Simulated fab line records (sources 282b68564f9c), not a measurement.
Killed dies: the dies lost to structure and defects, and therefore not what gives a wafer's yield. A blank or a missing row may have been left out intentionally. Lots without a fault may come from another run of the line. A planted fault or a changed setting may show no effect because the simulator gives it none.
Chamber matching    flow ritCmos    RIT_GATE_ETCH_19 on rieSi-02: 4 sister chambers
The step etches poly-Si in SF6/CHF3/O2, stops on SiO2, time 165 s, target depth 312.5 nm. 8 wafers are shown with their chamber, then 8 later ones without.

## WAFERS PAIRED WITH THEIR CHAMBERS
wafer   chamber  drypumpMotorCurrentA (A)  throttleValvePct (%)
L523.3  0        5.81                      10.25
L525.5  0        5.80                      10.26
L537.3  3        5.33                      10.41
L537.6  2        5.42                      10.14
L539.1  3        5.35                      10.43
L539.3  1        5.63                      10.24
L539.4  2        5.39                      10.16
L541.1  1        5.55                      10.25

## WAFERS WITHOUT THEIR CHAMBER
wafer   drypumpMotorCurrentA (A)  throttleValvePct (%)
L541.2  5.40                      10.15
L541.4  5.41                      10.16
L543.2  5.33                      10.43
L543.4  5.40                      10.17
L543.5  5.79                      10.25
L545.1  5.40                      10.17
L545.4  5.56                      10.23
L545.6  5.39                      10.17

## WHICH CHAMBER EACH ONE RAN IN
wafer   from the rows above  in truth
L541.2  2                    2
L541.4  2                    2
L543.2  3                    3
L543.4  2                    2
L543.5  0                    0
L545.1  2                    2
L545.4  1                    1
L545.6  2                    2
8 of 8 placed correctly. From these rows, 0 cannot be placed. Wrongly placed: 0.
How it was worked out, from the rows above alone: a wafer's distance from a chamber is the root of the sum, over the readings, of the square of ((its reading less the chamber's mean) divided by the reading's scatter). If the next closest chamber is less than 2 further off than the closest, the wafer can't be placed; otherwise it belongs to the closest. The mean given for a chamber averages the wafers shown for that chamber. The scatter: the root of (the sum of the squares of (reading less its chamber's mean) over the shown wafers, divided by (wafers less chambers)).
